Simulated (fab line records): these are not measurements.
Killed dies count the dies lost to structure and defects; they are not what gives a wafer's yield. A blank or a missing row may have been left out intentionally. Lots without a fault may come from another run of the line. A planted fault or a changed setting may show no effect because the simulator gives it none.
One fault through the eyes of 2 desks || flow berkeley cmos170 || only its own numbers are on each desk; what lay behind them is given at the end

THE METROLOGY DESK
What the gauges read for every lot (on any tool): the sampled wafers with a number, averaged. If a lot's mean is further than 4 standard deviations from the usual mean, the lot is out of limits and carries the mark OUT (the distance appears in the brackets).
Columns: A = M1_AL_THK at UCB170_M1_THK_MEAS_02, usual 597 nm; B = V2_OVL at UCB170_V2_OVL_MEAS_13, usual -1 nm
{"lot": "L826", "first seen here": "day 8 14:11", "A": 607, "B": -2}
{"lot": "L827", "first seen here": "day 9 04:21", "A": 597, "B": -4}
{"lot": "L828", "first seen here": "day 10 03:12", "A": 593, "B": 2}
{"lot": "L833", "first seen here": "day 10 18:32", "A": 600, "B": 6}
{"lot": "L836", "first seen here": "day 11 16:29", "A": 594, "B": 8}
{"lot": "L835", "first seen here": "day 11 16:44", "A": 599, "B": -4}
{"lot": "L834", "first seen here": "day 11 16:58", "A": 599, "B": 0}
{"lot": "L841", "first seen here": "day 12 21:58", "A": 597, "B": 0}
{"lot": "L842", "first seen here": "day 12 22:39", "A": 595, "B": -10}
{"lot": "L843", "first seen here": "day 13 11:30", "A": 595, "B": -9}
{"lot": "L845", "first seen here": "day 13 21:55", "A": 598, "B": -1}
{"lot": "L846", "first seen here": "day 14 11:43", "A": 591, "B": 2}
{"lot": "L849", "first seen here": "day 14 14:10", "A": 600, "B": -3}
{"lot": "L848", "first seen here": "day 14 16:46", "A": 595, "B": 4}
This desk's finding: nothing out of limits on any of the 14 lots.

DESK OF THE TOOL OWNER: litho track-04
The tool's own readings at UCB170_V2_COAT_07 (resist thk 900 nm): means of the sampled wafers that have a number, for each lot that ran on this tool. If a lot's mean is further than 4 standard deviations from the usual mean, the lot is out of limits and carries the mark OUT (the distance appears in the brackets).
Columns: A = spin speed rpm at UCB170_V2_COAT_07, usual 1500.0 rpm
{"lot": "L827", "first seen here": "day 9 13:11", "A": 1499.1}
{"lot": "L828", "first seen here": "day 10 15:41", "A": 1500.2}
{"lot": "L835", "first seen here": "day 12 07:11", "A": "1559.5 (+60) OUT"}
{"lot": "L834", "first seen here": "day 12 08:32", "A": "1560.0 (+60) OUT"}
{"lot": "L848", "first seen here": "day 15 06:40", "A": 1499.3}
Finding of this desk: L834, L835 out of limits; the first was L835 at day 12 07:11, on spin speed rpm at UCB170_V2_COAT_07. Within limits: L827, L828, L848.

BROUGHT TOGETHER
The tool owner's desk could have raised an alarm at day 12 07:11, on L834, L835.
From the metrology desk's view, nothing was out of limits.
The metrology desk holds a record of L834, L835, inside its limits.
On litho track-04, each named lot ran UCB170_V2_COAT_07.

WHAT THE SIMULATOR HAD PUT IN
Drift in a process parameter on litho track-04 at UCB170_V2_COAT_07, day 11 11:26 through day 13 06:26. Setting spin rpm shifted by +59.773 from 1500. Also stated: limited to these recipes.
Lots struck among those shown: L834, L835.
Each desk's first reading out of limits, in hours after the fault started: the tool owner's desk, 20.
